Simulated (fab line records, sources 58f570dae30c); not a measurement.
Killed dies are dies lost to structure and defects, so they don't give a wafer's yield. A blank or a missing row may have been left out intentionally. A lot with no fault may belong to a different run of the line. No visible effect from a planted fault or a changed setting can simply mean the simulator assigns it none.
fab line records || flow berkeleyCmos170 || part 2 of 2: steps 34 to 46 of 46
record: {"lots": 5, "wafers": 15, "lastDay": 12}
route steps=331 shown PVT@116 GATE@125 FIELD@126 PLDD@145 NLDD@158
lots with no fault: from the same line, run without faults
startH: hours from the record's opening day to when the first of the lot's shown wafers began || waitH: hours elapsed since this lot's preceding step || " same as the row above || L1.1+2: a single row standing in for several wafers || - no value present, or no start provided || * or withheld: withheld || < > ~ a bound
route shown NAME@n: names a module that has steps shown in the file, with the first one's number in the route || usual: mean and standard deviation over wafers with no fault || same: alike in all rows || chamber/n: place in a boat || sites: each site's reading || _std_site: their standard deviation || _edge_site: outer sites' mean less inner sites' || radiusMm: for every site, how far away it sits from the centre of the wafer || mask NAME#n: copy n || behind: the last tool/chamber to shape the wafer || hold: reason for holding the lot/hours on hold/outcome of the hold || device: which transistor (n, p or np) failed to switch || end of line: the same wafers' tests at the end of the route || step lacking rows: just its recipe || killed: the dies lost at the first sort to structure and to defects; this is not the yield of the wafer || map: dies across one wafer; x = killed, . = not, _ = none there
set.NAME: setting as actually run; set.NAME@STEP: the setting as run at that earlier step || model.NAME: the simulator's own value behind a step, which no gauge read
lots at selected steps of the route; one table per step, one row per wafer
services: from which hour (startH, from the record's first day; less than 0 if before it) a tool's chamber was out of use, for how many hours, and why
== steps ==
step: UCB170_PLDD_PEB_04
recipe: {"pebTempC": 130, "pebTimeS": "withheld", "resist": "KrF"}
{"lot.wafer": "L079.4+5+6", "tool": "lithoTrack-04", "chamber": 0, "startH": 171.09, "waitH": 0.3}
{"lot.wafer": "L082.4+5+6", "tool": "lithoTrack-01", "chamber": 0, "startH": 180.89, "waitH": 0.6}
{"lot.wafer": "L094.2+4+6", "tool": "lithoTrack-02", "chamber": 0, "startH": 238.58, "waitH": 1.0}
{"lot.wafer": "L090.1+3+6", "tool": "lithoTrack-04", "chamber": 0, "startH": 238.84, "waitH": 0.6}
{"lot.wafer": "L092.1+4+6", "tool": "lithoTrack-01", "chamber": 0, "startH": 239.23, "waitH": 0.7}
step: UCB170_PLDD_DEVELOP_05
recipe: {"developer": "TMAH", "developTimeS": 45, "resist": "KrF", "devTempC": 21}
{"lot.wafer": "L079.4+5+6", "tool": "lithoTrack-04", "chamber": 0, "startH": "-", "waitH": "-"}
{"lot.wafer": "L082.4+5+6", "tool": "lithoTrack-01", "chamber": 0, "startH": "-", "waitH": "-"}
{"lot.wafer": "L094.2+4+6", "tool": "lithoTrack-02", "chamber": 0, "startH": "-", "waitH": "-"}
{"lot.wafer": "L090.1+3+6", "tool": "lithoTrack-04", "chamber": 0, "startH": "-", "waitH": "-"}
{"lot.wafer": "L092.1+4+6", "tool": "lithoTrack-01", "chamber": 0, "startH": "-", "waitH": "-"}
step: UCB170_PLDD_CD_MEAS_06
recipe: {"targetCdNm": 1200}
usual: {"cdNm": "1200.1/1.2"}
{"lot.wafer": "L079.4", "tool": "cdSem-02", "chamber": "-", "startH": 171.35, "waitH": "-", "cdNm": 1200.8}
{"lot.wafer": "L079.5", "tool": "cdSem-02", "chamber": "-", "startH": 171.35, "waitH": "-", "cdNm": 1199.9}
{"lot.wafer": "L079.6", "tool": "cdSem-02", "chamber": "-", "startH": 171.35, "waitH": "-", "cdNm": 1200.0}
{"lot.wafer": "L082.4", "tool": "cdSem-02", "chamber": "-", "startH": 181.15, "waitH": "-", "cdNm": 1200.0}
{"lot.wafer": "L082.5", "tool": "cdSem-02", "chamber": "-", "startH": 181.15, "waitH": "-", "cdNm": 1200.6}
{"lot.wafer": "L082.6", "tool": "cdSem-02", "chamber": "-", "startH": 181.15, "waitH": "-", "cdNm": 1199.9}
{"lot.wafer": "L094.2", "tool": "cdSem-02", "chamber": "-", "startH": 238.85, "waitH": "-", "cdNm": 1199.2}
{"lot.wafer": "L094.4", "tool": "cdSem-02", "chamber": "-", "startH": 238.85, "waitH": "-", "cdNm": 1200.7}
{"lot.wafer": "L094.6", "tool": "cdSem-02", "chamber": "-", "startH": 238.85, "waitH": "-", "cdNm": 1200.7}
{"lot.wafer": "L090.1", "tool": "cdSem-02", "chamber": "-", "startH": 239.12, "waitH": "-", "cdNm": 1201.2}
{"lot.wafer": "L090.3", "tool": "cdSem-02", "chamber": "-", "startH": 239.12, "waitH": "-", "cdNm": 1200.2}
{"lot.wafer": "L090.6", "tool": "cdSem-02", "chamber": "-", "startH": 239.12, "waitH": "-", "cdNm": 1201.2}
{"lot.wafer": "L092.1", "tool": "cdSem-01", "chamber": "-", "startH": 239.51, "waitH": "-", "cdNm": 1200.2}
{"lot.wafer": "L092.4", "tool": "cdSem-01", "chamber": "-", "startH": 239.51, "waitH": "-", "cdNm": 1199.3}
{"lot.wafer": "L092.6", "tool": "cdSem-01", "chamber": "-", "startH": 239.51, "waitH": "-", "cdNm": 1199.6}
step: UCB170_PLDD_OVL_MEAS_07
usual: {"PLDD_OVL": "2/5.5"}
{"lot.wafer": "L079.4", "tool": "overlay-01", "chamber": "-", "startH": 171.43, "waitH": 0.1, "PLDD_OVL[nm]": 3}
{"lot.wafer": "L079.5", "tool": "overlay-01", "chamber": "-", "startH": 171.43, "waitH": 0.1, "PLDD_OVL[nm]": 4}
{"lot.wafer": "L079.6", "tool": "overlay-01", "chamber": "-", "startH": 171.43, "waitH": 0.1, "PLDD_OVL[nm]": -3}
{"lot.wafer": "L082.4", "tool": "overlay-01", "chamber": "-", "startH": 181.23, "waitH": 0.1, "PLDD_OVL[nm]": 0}
{"lot.wafer": "L082.5", "tool": "overlay-01", "chamber": "-", "startH": 181.23, "waitH": 0.1, "PLDD_OVL[nm]": 5}
{"lot.wafer": "L082.6", "tool": "overlay-01", "chamber": "-", "startH": 181.23, "waitH": 0.1, "PLDD_OVL[nm]": -2}
{"lot.wafer": "L094.2", "tool": "overlay-02", "chamber": "-", "startH": 238.96, "waitH": 0.1, "PLDD_OVL[nm]": -3}
{"lot.wafer": "L094.4", "tool": "overlay-02", "chamber": "-", "startH": 238.96, "waitH": 0.1, "PLDD_OVL[nm]": -5}
{"lot.wafer": "L094.6", "tool": "overlay-02", "chamber": "-", "startH": 238.96, "waitH": 0.1, "PLDD_OVL[nm]": 7}
{"lot.wafer": "L090.1", "tool": "overlay-02", "chamber": "-", "startH": 239.24, "waitH": 0.1, "PLDD_OVL[nm]": 0}
{"lot.wafer": "L090.3", "tool": "overlay-02", "chamber": "-", "startH": 239.24, "waitH": 0.1, "PLDD_OVL[nm]": 0}
{"lot.wafer": "L090.6", "tool": "overlay-02", "chamber": "-", "startH": 239.24, "waitH": 0.1, "PLDD_OVL[nm]": 2}
{"lot.wafer": "L092.1", "tool": "overlay-01", "chamber": "-", "startH": 239.63, "waitH": 0.1, "PLDD_OVL[nm]": 5}
{"lot.wafer": "L092.4", "tool": "overlay-01", "chamber": "-", "startH": 239.63, "waitH": 0.1, "PLDD_OVL[nm]": 2}
{"lot.wafer": "L092.6", "tool": "overlay-01", "chamber": "-", "startH": 239.63, "waitH": 0.1, "PLDD_OVL[nm]": 4}
step: UCB170_PLDD_IMPLANT_08
recipe: {"species": "BF2", "doseCm2": 5e+13, "energyKev": 10, "tiltDeg": 7, "rotationDeg": 0}
usual: {"beamOnS": "10.03/0.2"}
{"lot.wafer": "L079.4", "tool": "implanter-01", "chamber": 0, "startH": 171.53, "waitH": 0.1, "beamOnS": 10.09}
{"lot.wafer": "L079.5", "tool": "implanter-01", "chamber": 0, "startH": 171.53, "waitH": 0.1, "beamOnS": 9.91}
{"lot.wafer": "L079.6", "tool": "implanter-01", "chamber": 0, "startH": 171.53, "waitH": 0.1, "beamOnS": 9.96}
{"lot.wafer": "L082.4", "tool": "implanter-01", "chamber": 0, "startH": 181.33, "waitH": 0.1, "beamOnS": 9.79}
{"lot.wafer": "L082.5", "tool": "implanter-01", "chamber": 0, "startH": 181.33, "waitH": 0.1, "beamOnS": 10.06}
{"lot.wafer": "L082.6", "tool": "implanter-01", "chamber": 0, "startH": 181.33, "waitH": 0.1, "beamOnS": 10.11}
{"lot.wafer": "L094.2", "tool": "implanter-03", "chamber": 0, "startH": 239.01, "waitH": 0.0, "beamOnS": 9.91}
{"lot.wafer": "L094.4", "tool": "implanter-03", "chamber": 0, "startH": 239.01, "waitH": 0.0, "beamOnS": 9.79}
{"lot.wafer": "L094.6", "tool": "implanter-03", "chamber": 0, "startH": 239.01, "waitH": 0.0, "beamOnS": 9.96}
{"lot.wafer": "L090.1", "tool": "implanter-02", "chamber": 0, "startH": 239.28, "waitH": 0.0, "beamOnS": 9.99}
{"lot.wafer": "L090.3", "tool": "implanter-02", "chamber": 0, "startH": 239.28, "waitH": 0.0, "beamOnS": 10.24}
{"lot.wafer": "L090.6", "tool": "implanter-02", "chamber": 0, "startH": 239.28, "waitH": 0.0, "beamOnS": 9.81}
{"lot.wafer": "L092.1", "tool": "implanter-01", "chamber": 0, "startH": 239.67, "waitH": 0.0, "beamOnS": 9.76}
{"lot.wafer": "L092.4", "tool": "implanter-01", "chamber": 0, "startH": 239.67, "waitH": 0.0, "beamOnS": 10.28}
{"lot.wafer": "L092.6", "tool": "implanter-01", "chamber": 0, "startH": 239.67, "waitH": 0.0, "beamOnS": 10.14}
step: UCB170_PLDD_IMPLANT_09
recipe: {"species": "BF2", "doseCm2": 5e+13, "energyKev": 10, "tiltDeg": 7, "rotationDeg": 180}
usual: {"beamOnS": "10.00/0.23"}
{"lot.wafer": "L079.4", "tool": "implanter-01", "chamber": 0, "startH": 171.68, "waitH": 0.1, "beamOnS": 9.89}
{"lot.wafer": "L079.5", "tool": "implanter-01", "chamber": 0, "startH": 171.68, "waitH": 0.1, "beamOnS": 9.95}
{"lot.wafer": "L079.6", "tool": "implanter-01", "chamber": 0, "startH": 171.68, "waitH": 0.1, "beamOnS": 9.53}
{"lot.wafer": "L082.4", "tool": "implanter-01", "chamber": 0, "startH": 181.48, "waitH": 0.1, "beamOnS": 9.86}
{"lot.wafer": "L082.5", "tool": "implanter-01", "chamber": 0, "startH": 181.48, "waitH": 0.1, "beamOnS": 10.31}
{"lot.wafer": "L082.6", "tool": "implanter-01", "chamber": 0, "startH": 181.48, "waitH": 0.1, "beamOnS": 10.55}
{"lot.wafer": "L094.2", "tool": "implanter-03", "chamber": 0, "startH": 239.16, "waitH": 0.1, "beamOnS": 10.35}
{"lot.wafer": "L094.4", "tool": "implanter-03", "chamber": 0, "startH": 239.16, "waitH": 0.1, "beamOnS": 9.74}
{"lot.wafer": "L094.6", "tool": "implanter-03", "chamber": 0, "startH": 239.16, "waitH": 0.1, "beamOnS": 10.24}
{"lot.wafer": "L090.1", "tool": "implanter-02", "chamber": 0, "startH": 239.43, "waitH": 0.1, "beamOnS": 10.24}
{"lot.wafer": "L090.3", "tool": "implanter-02", "chamber": 0, "startH": 239.43, "waitH": 0.1, "beamOnS": 9.90}
{"lot.wafer": "L090.6", "tool": "implanter-02", "chamber": 0, "startH": 239.43, "waitH": 0.1, "beamOnS": 9.32}
{"lot.wafer": "L092.1", "tool": "implanter-01", "chamber": 0, "startH": 239.82, "waitH": 0.1, "beamOnS": 10.30}
{"lot.wafer": "L092.4", "tool": "implanter-01", "chamber": 0, "startH": 239.82, "waitH": 0.1, "beamOnS": 9.82}
{"lot.wafer": "L092.6", "tool": "implanter-01", "chamber": 0, "startH": 239.82, "waitH": 0.1, "beamOnS": 10.05}
step: UCB170_PLDD_STRIP_10
recipe: {"chemistry": "O2", "powerW": 400, "pressureMtorr": 3500, "platenTempC": "withheld", "o2FlowSccm": 400, "overashFraction": 0.5}
usual: {"drypumpMotorCurrentA": "6.1/0.34", "oesProductAu": "0.733/0.0045", "stripTimeToEndpointS": "21.72/0.067"}
{"lot.wafer": "L079.4", "tool": "plasmaAsher-02", "chamber": 0, "startH": 171.78, "waitH": 0.1, "drypumpMotorCurrentA": 6.1, "oesProductAu": 0.732, "rfHoursCounterH": "-", "stripTimeToEndpointS": 21.76}
{"lot.wafer": "L079.5", "tool": "plasmaAsher-02", "chamber": 0, "startH": 171.78, "waitH": 0.1, "drypumpMotorCurrentA": 6.2, "oesProductAu": 0.734, "rfHoursCounterH": "-", "stripTimeToEndpointS": 21.77}
{"lot.wafer": "L079.6", "tool": "plasmaAsher-02", "chamber": 1, "startH": 171.78, "waitH": 0.1, "drypumpMotorCurrentA": 6.3, "oesProductAu": 0.718, "rfHoursCounterH": "-", "stripTimeToEndpointS": 21.84}
{"lot.wafer": "L082.4", "tool": "plasmaAsher-01", "chamber": 1, "startH": 181.58, "waitH": 0.1, "drypumpMotorCurrentA": 6.0, "oesProductAu": 0.730, "rfHoursCounterH": "-", "stripTimeToEndpointS": 21.73}
{"lot.wafer": "L082.5", "tool": "plasmaAsher-01", "chamber": 1, "startH": 181.58, "waitH": 0.1, "drypumpMotorCurrentA": 6.1, "oesProductAu": 0.740, "rfHoursCounterH": "-", "stripTimeToEndpointS": 21.67}
{"lot.wafer": "L082.6", "tool": "plasmaAsher-01", "chamber": 0, "startH": 181.58, "waitH": 0.1, "drypumpMotorCurrentA": 6.3, "oesProductAu": 0.729, "rfHoursCounterH": "-", "stripTimeToEndpointS": 21.65}
{"lot.wafer": "L094.2", "tool": "plasmaAsher-03", "chamber": 1, "startH": 239.29, "waitH": 0.1, "drypumpMotorCurrentA": 6.4, "oesProductAu": 0.740, "rfHoursCounterH": 47, "stripTimeToEndpointS": 21.74}
{"lot.wafer": "L094.4", "tool": "plasmaAsher-03", "chamber": 0, "startH": 239.29, "waitH": 0.1, "drypumpMotorCurrentA": 5.2, "oesProductAu": 0.729, "rfHoursCounterH": "-", "stripTimeToEndpointS": 21.68}
{"lot.wafer": "L094.6", "tool": "plasmaAsher-03", "chamber": 0, "startH": 239.29, "waitH": 0.1, "drypumpMotorCurrentA": 5.2, "oesProductAu": 0.727, "rfHoursCounterH": "-", "stripTimeToEndpointS": 21.73}
{"lot.wafer": "L090.1", "tool": "plasmaAsher-02", "chamber": 1, "startH": 239.58, "waitH": 0.1, "drypumpMotorCurrentA": 6.3, "oesProductAu": 0.734, "rfHoursCounterH": 55, "stripTimeToEndpointS": 21.73}
{"lot.wafer": "L090.3", "tool": "plasmaAsher-02", "chamber": 0, "startH": 239.58, "waitH": 0.1, "drypumpMotorCurrentA": 6.1, "oesProductAu": 0.730, "rfHoursCounterH": "-", "stripTimeToEndpointS": 21.64}
{"lot.wafer": "L090.6", "tool": "plasmaAsher-02", "chamber": 0, "startH": 239.58, "waitH": 0.1, "drypumpMotorCurrentA": 6.2, "oesProductAu": 0.737, "rfHoursCounterH": "-", "stripTimeToEndpointS": 21.67}
{"lot.wafer": "L092.1", "tool": "plasmaAsher-01", "chamber": 0, "startH": 239.97, "waitH": 0.1, "drypumpMotorCurrentA": 6.3, "oesProductAu": 0.727, "rfHoursCounterH": 17, "stripTimeToEndpointS": 21.68}
{"lot.wafer": "L092.4", "tool": "plasmaAsher-01", "chamber": 0, "startH": 239.97, "waitH": 0.1, "drypumpMotorCurrentA": 6.3, "oesProductAu": 0.732, "rfHoursCounterH": "-", "stripTimeToEndpointS": 21.71}
{"lot.wafer": "L092.6", "tool": "plasmaAsher-01", "chamber": 0, "startH": 239.97, "waitH": 0.1, "drypumpMotorCurrentA": 6.3, "oesProductAu": 0.726, "rfHoursCounterH": "-", "stripTimeToEndpointS": 21.70}
step: UCB170_PLDD_TW_MEAS_11
usual: {"PLDD_TW": "1007/9.8"}
{"lot.wafer": "L079.4", "tool": "filmMetro-01", "chamber": "-", "startH": 171.88, "waitH": 0.1, "PLDD_TW": 998}
{"lot.wafer": "L079.5", "tool": "filmMetro-01", "chamber": "-", "startH": 171.88, "waitH": 0.1, "PLDD_TW": 994}
{"lot.wafer": "L079.6", "tool": "filmMetro-01", "chamber": "-", "startH": 171.88, "waitH": 0.1, "PLDD_TW": 990}
{"lot.wafer": "L082.4", "tool": "filmMetro-04", "chamber": "-", "startH": 181.68, "waitH": 0.1, "PLDD_TW": 1015}
{"lot.wafer": "L082.5", "tool": "filmMetro-04", "chamber": "-", "startH": 181.68, "waitH": 0.1, "PLDD_TW": 1015}
{"lot.wafer": "L082.6", "tool": "filmMetro-04", "chamber": "-", "startH": 181.68, "waitH": 0.1, "PLDD_TW": 1011}
{"lot.wafer": "L094.2", "tool": "filmMetro-01", "chamber": "-", "startH": 239.40, "waitH": 0.1, "PLDD_TW": 992}
{"lot.wafer": "L094.4", "tool": "filmMetro-01", "chamber": "-", "startH": 239.40, "waitH": 0.1, "PLDD_TW": 996}
{"lot.wafer": "L094.6", "tool": "filmMetro-01", "chamber": "-", "startH": 239.40, "waitH": 0.1, "PLDD_TW": 991}
{"lot.wafer": "L090.1", "tool": "filmMetro-01", "chamber": "-", "startH": 239.68, "waitH": 0.1, "PLDD_TW": 995}
{"lot.wafer": "L090.3", "tool": "filmMetro-01", "chamber": "-", "startH": 239.68, "waitH": 0.1, "PLDD_TW": 998}
{"lot.wafer": "L090.6", "tool": "filmMetro-01", "chamber": "-", "startH": 239.68, "waitH": 0.1, "PLDD_TW": 996}
{"lot.wafer": "L092.1", "tool": "filmMetro-01", "chamber": "-", "startH": 240.07, "waitH": 0.1, "PLDD_TW": 994}
{"lot.wafer": "L092.4", "tool": "filmMetro-01", "chamber": "-", "startH": 240.07, "waitH": 0.1, "PLDD_TW": 992}
{"lot.wafer": "L092.6", "tool": "filmMetro-01", "chamber": "-", "startH": 240.07, "waitH": 0.1, "PLDD_TW": 992}
step: UCB170_PLDD_CLEAN_12
recipe: {"chemistry": "SPM", "tempC": 120, "timeS": 600}
{"lot.wafer": "L079.4+5+6", "tool": "wetBench-02", "chamber": 1, "startH": 173.20, "waitH": 1.3}
{"lot.wafer": "L082.4+5+6", "tool": "wetBench-04", "chamber": 2, "startH": 181.71, "waitH": 0.0}
{"lot.wafer": "L094.2+4+6", "tool": "wetBench-02", "chamber": 1, "startH": 239.45, "waitH": 0.0}
{"lot.wafer": "L090.1+3+6", "tool": "wetBench-04", "chamber": 3, "startH": 239.74, "waitH": 0.1}
{"lot.wafer": "L092.1+4+6", "tool": "wetBench-04", "chamber": 3, "startH": 240.23, "waitH": 0.2}
step: UCB170_NLDD_HMDS_00
recipe: {"primeTimeS": 60, "primeTempC": 100}
{"lot.wafer": "L079.4+5+6", "tool": "lithoTrack-03", "chamber": 0, "startH": 173.82, "waitH": 0.4}
{"lot.wafer": "L082.4+5+6", "tool": "lithoTrack-04", "chamber": 0, "startH": 182.22, "waitH": 0.3}
{"lot.wafer": "L094.2+4+6", "tool": "lithoTrack-04", "chamber": 0, "startH": 239.87, "waitH": 0.1}
{"lot.wafer": "L090.1+3+6", "tool": "lithoTrack-04", "chamber": 0, "startH": 240.29, "waitH": 0.4}
{"lot.wafer": "L092.1+4+6", "tool": "lithoTrack-03", "chamber": 0, "startH": 240.84, "waitH": 0.4}
step: UCB170_NLDD_COAT_01
recipe: {"resist": "KrF", "spinRpm": 1500, "resistThkNm": 900}
{"lot.wafer": "L079.4+5+6", "tool": "lithoTrack-03", "chamber": 0, "startH": 173.97, "waitH": 0.1}
{"lot.wafer": "L082.4+5+6", "tool": "lithoTrack-04", "chamber": 0, "startH": 182.37, "waitH": 0.1}
{"lot.wafer": "L094.2+4+6", "tool": "lithoTrack-04", "chamber": 0, "startH": 240.02, "waitH": 0.1}
{"lot.wafer": "L090.1+3+6", "tool": "lithoTrack-04", "chamber": 0, "startH": 240.44, "waitH": 0.1}
{"lot.wafer": "L092.1+4+6", "tool": "lithoTrack-03", "chamber": 0, "startH": 240.99, "waitH": 0.1}
step: UCB170_NLDD_SOFTBAKE_02
recipe: {"resist": "KrF", "tempC": 130, "timeS": 60}
{"lot.wafer": "L079.4+5+6", "tool": "lithoTrack-03", "chamber": 0, "startH": 174.12, "waitH": 0.1}
{"lot.wafer": "L082.4+5+6", "tool": "lithoTrack-04", "chamber": 0, "startH": 182.52, "waitH": 0.1}
{"lot.wafer": "L094.2+4+6", "tool": "lithoTrack-04", "chamber": 0, "startH": 240.17, "waitH": 0.1}
{"lot.wafer": "L090.1+3+6", "tool": "lithoTrack-04", "chamber": 0, "startH": 240.59, "waitH": 0.1}
{"lot.wafer": "L092.1+4+6", "tool": "lithoTrack-03", "chamber": 0, "startH": 241.14, "waitH": 0.1}
step: UCB170_NLDD_EXPOSE_03
recipe: {"maskId": "NSELECT", "na": 0.5, "sigmaOuter": 0.6, "sourceShape": "conventional", "targetCdNm": 1200, "doseMj": 30}
{"lot.wafer": "L079.4+5+6", "tool": "krfScanner-02", "chamber": 0, "startH": "-", "waitH": "-", "mask": "NSELECT#0"}
{"lot.wafer": "L082.4+5+6", "tool": "krfScanner-02", "chamber": 0, "startH": 182.78, "waitH": 0.2, "mask": "NSELECT#0"}
{"lot.wafer": "L094.2+4+6", "tool": "krfScanner-01", "chamber": 0, "startH": 240.50, "waitH": 0.3, "mask": "NSELECT#0"}
{"lot.wafer": "L090.1+3+6", "tool": "krfScanner-02", "chamber": 0, "startH": 240.87, "waitH": 0.2, "mask": "NSELECT#0"}
{"lot.wafer": "L092.1+4+6", "tool": "krfScanner-01", "chamber": 0, "startH": 241.29, "waitH": 0.1, "mask": "NSELECT#0"}
== services ==
{"tool": "rieSi-01", "chamber": 3, "startH": 132.42, "hours": 3.7, "kind": "repair"}
{"tool": "krfScanner-01", "chamber": "-", "startH": 136.18, "hours": 1.3, "kind": "pm"}
{"tool": "rieDiel-02", "chamber": 1, "startH": 136.39, "hours": 3.4, "kind": "repair"}
{"tool": "wetBench-02", "chamber": "-", "startH": 138.37, "hours": 4.4, "kind": "pm"}
{"tool": "rieSi-02", "chamber": 0, "startH": 154.41, "hours": 12.0, "kind": "repair"}
{"tool": "krfScanner-01", "chamber": "-", "startH": 157.00, "hours": 1.0, "kind": "pm"}
{"tool": "implanter-04", "chamber": "-", "startH": 159.64, "hours": 4.0, "kind": "repair"}
{"tool": "krfScanner-02", "chamber": "-", "startH": 163.36, "hours": 2.2, "kind": "repair"}
{"tool": "plasmaAsher-03", "chamber": "-", "startH": 164.46, "hours": 28.1, "kind": "pm"}
{"tool": "rieDiel-01", "chamber": 1, "startH": 169.53, "hours": 3.3, "kind": "repair"}
{"tool": "implanter-04", "chamber": "-", "startH": 171.48, "hours": 3.4, "kind": "repair"}
{"tool": "implanter-02", "chamber": "-", "startH": 171.73, "hours": 14.9, "kind": "pm"}
{"tool": "rieDiel-04", "chamber": "-", "startH": 184.90, "hours": 0.2, "kind": "repair"}
{"tool": "krfScanner-02", "chamber": "-", "startH": 194.39, "hours": 0.5, "kind": "repair"}
{"tool": "krfScanner-01", "chamber": "-", "startH": 197.38, "hours": 0.8, "kind": "pm"}
{"tool": "plasmaAsher-03", "chamber": "-", "startH": 206.47, "hours": 0.7, "kind": "repair"}
{"tool": "rieDiel-04", "chamber": 1, "startH": 208.21, "hours": 1.6, "kind": "repair"}
{"tool": "rieDiel-04", "chamber": "-", "startH": 213.16, "hours": 0.7, "kind": "repair"}
{"tool": "plasmaAsher-04", "chamber": "-", "startH": 216.57, "hours": 15.6, "kind": "pm"}
{"tool": "implanter-01", "chamber": "-", "startH": 220.64, "hours": 3.0, "kind": "repair"}
{"tool": "krfScanner-02", "chamber": "-", "startH": 220.78, "hours": 1.3, "kind": "pm"}
{"tool": "rieDiel-04", "chamber": "-", "startH": 221.56, "hours": 0.5, "kind": "repair"}
{"tool": "plasmaAsher-01", "chamber": "-", "startH": 229.83, "hours": 2.7, "kind": "repair"}
{"tool": "implanter-04", "chamber": "-", "startH": 233.08, "hours": 3.2, "kind": "repair"}
